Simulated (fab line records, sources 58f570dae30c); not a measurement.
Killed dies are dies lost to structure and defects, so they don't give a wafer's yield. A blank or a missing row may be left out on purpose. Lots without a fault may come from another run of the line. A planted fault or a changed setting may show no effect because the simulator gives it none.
Which tool did it? | flow berkeley_cmos170 | 15 lots, 45 wafers sampled, at 4 steps of a route of 331

WHAT THE GAUGES READ, wafer by wafer
UCB170_M3_OVL_MEAS_16. Usual: M3_OVL 2 nm, standard deviation 7.
lot  | measured     | on         | M3_OVL (nm) | flag
L859 | day 9 16:16  | overlay-01 | -2 -6 4     |
L860 | day 10 05:02 | overlay-02 | 1 1 8       |
L861 | day 10 07:24 | overlay-02 | 4 15 6      |
L863 | day 10 08:14 | overlay-02 | -5 -9 -10   |
L865 | day 10 16:27 | overlay-01 | 5 23 11     |
L866 | day 10 17:04 | overlay-01 | 7 8 6       |
L867 | day 10 20:38 | overlay-02 | -1 -8 6     |
L868 | day 11 00:47 | overlay-02 | 7 11 6      |
L870 | day 11 04:17 | overlay-02 | 9 4 7       |
L873 | day 12 13:47 | overlay-01 | 11 8 5      |
L874 | day 12 14:09 | overlay-01 | 6 6 9       |
L878 | day 12 23:22 | overlay-01 | -14 -13 -7  |
L879 | day 12 23:03 | overlay-02 | -1 -7 -2    |
L877 | day 13 03:08 | overlay-01 | -6 -5 -3    |
L880 | day 15 08:54 | overlay-01 | 8 7 8       |

UCB170_M3_BOW_MEAS_20. Usual: M3_BOW 35 um, standard deviation 7.4.
lot  | measured     | on            | M3_BOW (um) | flag
L859 | day 9 16:45  | film_metro-03 | 38 44 55    |
L860 | day 10 05:32 | film_metro-02 | 47 48 42    |
L861 | day 10 07:54 | film_metro-04 | 36 27 29    |
L863 | day 10 08:44 | film_metro-02 | 33 31 32    |
L865 | day 10 16:57 | film_metro-03 | 34 42 41    |
L866 | day 10 17:36 | film_metro-04 | 23 30 39    |
L867 | day 10 21:07 | film_metro-03 | 32 27 35    |
L868 | day 11 01:17 | film_metro-02 | 37 35 30    |
L870 | day 11 04:51 | film_metro-03 | 32 30 39    |
L873 | day 12 14:16 | film_metro-04 | 31 31 25    |
L874 | day 12 14:40 | film_metro-04 | 37 31 24    |
L878 | day 12 23:51 | film_metro-02 | 36 27 36    |
L879 | day 12 23:34 | film_metro-03 | 24 33 40    |
L877 | day 13 03:37 | film_metro-03 | 39 31 38    |
L880 | day 15 09:34 | film_metro-04 | 23 34 38    |

WHICH TOOL RAN EACH LOT (tool, then ch and the chambers of the sampled wafers, then the start)
lot  | UCB170_CONTACT_ETCH_18             | UCB170_M3_STRIP_19
L859 | rie_diel-04 ch 2,3, day 8 21:00    | plasma_asher-04 ch 0,1, day 9 16:32
L860 | rie_diel-01 ch 0,1,3, day 9 14:00  | plasma_asher-01 ch 0,1, day 10 05:19
L861 | rie_diel-04 ch 0,1,2, day 9 14:00  | plasma_asher-02 ch 0,1, day 10 07:40
L863 | rie_diel-01 ch 0,3, day 9 15:00    | plasma_asher-02 ch 0,1, day 10 08:30
L865 | rie_diel-02 ch 0,1,2, day 9 18:00  | plasma_asher-01 ch 0,1, day 10 16:43
L866 | rie_diel-04 ch 2,3, day 9 19:00    | plasma_asher-02 ch 0,1, day 10 17:21
L867 | rie_diel-04 ch 1,2,3, day 10 02:00 | plasma_asher-01 ch 0,1, day 10 20:54
L868 | rie_diel-02 ch 0,1, day 10 03:00   | plasma_asher-02 ch 0,1, day 11 01:03
L870 | rie_diel-04 ch 0,2,3, day 10 12:00 | plasma_asher-01 ch 0,1, day 11 04:37
L873 | rie_diel-01 ch 0,1,2, day 11 19:00 | plasma_asher-02 ch 1, day 12 14:02
L874 | rie_diel-01 ch 0,1, day 11 19:00   | plasma_asher-01 ch 0,1, day 12 14:26
L878 | rie_diel-02 ch 0,1,3, day 12 07:00 | plasma_asher-01 ch 0,1, day 12 23:38
L879 | rie_diel-01 ch 0,2, day 12 08:00   | plasma_asher-04 ch 0,1, day 12 23:20
L877 | rie_diel-02 ch 0,1,3, day 12 13:00 | plasma_asher-01 ch 0,1, day 13 03:24
L880 | rie_diel-01 ch 0,3, day 14 11:00   | plasma_asher-04 ch 0,1, day 15 09:21
- UCB170_CONTACT_ETCH_18: etches PSG in CHF3/CF4/Ar, stops on TiSi2, target depth 840 nm, time 195 s.
- UCB170_M3_STRIP_19: strips in O2.

WHAT THE TOOLS THEMSELVES READ (means of the sampled wafers that have a number; where no wafer has one, the mark that the record gives instead)
UCB170_CONTACT_ETCH_18. Usual: drypump_motor_current_A 5.5 A, standard deviation 0.35; oes_product_au 0.895 a.u., standard deviation 0.015; throttle_valve_pct 6.86 %, standard deviation 0.11.
lot  | tool        | drypump_motor_current_A (A) | oes_product_au (a.u.) | throttle_valve_pct (%) | flag
L859 | rie_diel-04 | 5.9                         | 0.898                 | 6.81                   |
L860 | rie_diel-01 | 5.5                         | 0.887                 | 6.94                   |
L861 | rie_diel-04 | 5.6                         | 0.889                 | 6.79                   |
L863 | rie_diel-01 | 5.4                         | 0.891                 | 6.92                   |
L865 | rie_diel-02 | 5.3                         | 0.904                 | 6.79                   |
L866 | rie_diel-04 | 5.9                         | 0.897                 | 6.81                   |
L867 | rie_diel-04 | 5.6                         | 0.892                 | 6.85                   |
L868 | rie_diel-02 | 5.3                         | 0.905                 | 6.79                   |
L870 | rie_diel-04 | 5.8                         | 0.903                 | 6.81                   |
L873 | rie_diel-01 | 5.7                         | 0.887                 | 6.99                   |
L874 | rie_diel-01 | 5.5                         | 0.873                 | 6.95                   |
L878 | rie_diel-02 | 5.6                         | 0.900                 | 6.80                   |
L879 | rie_diel-01 | 6.0                         | 0.890                 | 7.03                   |
L877 | rie_diel-02 | 5.6                         | 0.895                 | 6.79                   |
L880 | rie_diel-01 | 5.8                         | 0.890                 | 6.90                   |

UCB170_M3_STRIP_19. Usual: drypump_motor_current_A 5.56 A, standard deviation 0.24; oes_product_au 0.541 a.u., standard deviation 0.014.
lot  | tool            | drypump_motor_current_A (A) | oes_product_au (a.u.) | flag
L859 | plasma_asher-04 | 5.76                        | 0.536                 |
L860 | plasma_asher-01 | 5.66                        | 0.534                 |
L861 | plasma_asher-02 | 5.47                        | 0.538                 |
L863 | plasma_asher-02 | 5.29                        | 0.535                 |
L865 | plasma_asher-01 | 5.67                        | 0.531                 |
L866 | plasma_asher-02 | 5.29                        | 0.544                 |
L867 | plasma_asher-01 | 5.68                        | 0.537                 |
L868 | plasma_asher-02 | 5.47                        | 0.538                 |
L870 | plasma_asher-01 | 5.65                        | 0.542                 |
L873 | plasma_asher-02 | 5.66                        | 0.539                 |
L874 | plasma_asher-01 | 5.67                        | 0.547                 |
L878 | plasma_asher-01 | 5.66                        | 0.556                 |
L879 | plasma_asher-04 | 5.76                        | 0.544                 |
L877 | plasma_asher-01 | 5.65                        | 0.540                 |
L880 | plasma_asher-04 | 5.77                        | 0.530                 |

THE ANSWER, worked out from the rows above alone
Rule: a lot is off if the mean of its wafers that have a number lies more than 3 standard deviations from the usual mean. A lot without any number at a reading at which 4 lots or more have one is off too. The other lots that the step has rows for count as sound. The gauges are gone through in route order, then the tools' own readings, and for those a lot's mean is taken as printed above. The first step at which some lot is off is used, and at that step the reading that is off furthest; a lot without a number counts as furthest.
No lot is off at any reading shown: from this, nothing can be told.

WHAT THE SIMULATOR HAD PUT IN
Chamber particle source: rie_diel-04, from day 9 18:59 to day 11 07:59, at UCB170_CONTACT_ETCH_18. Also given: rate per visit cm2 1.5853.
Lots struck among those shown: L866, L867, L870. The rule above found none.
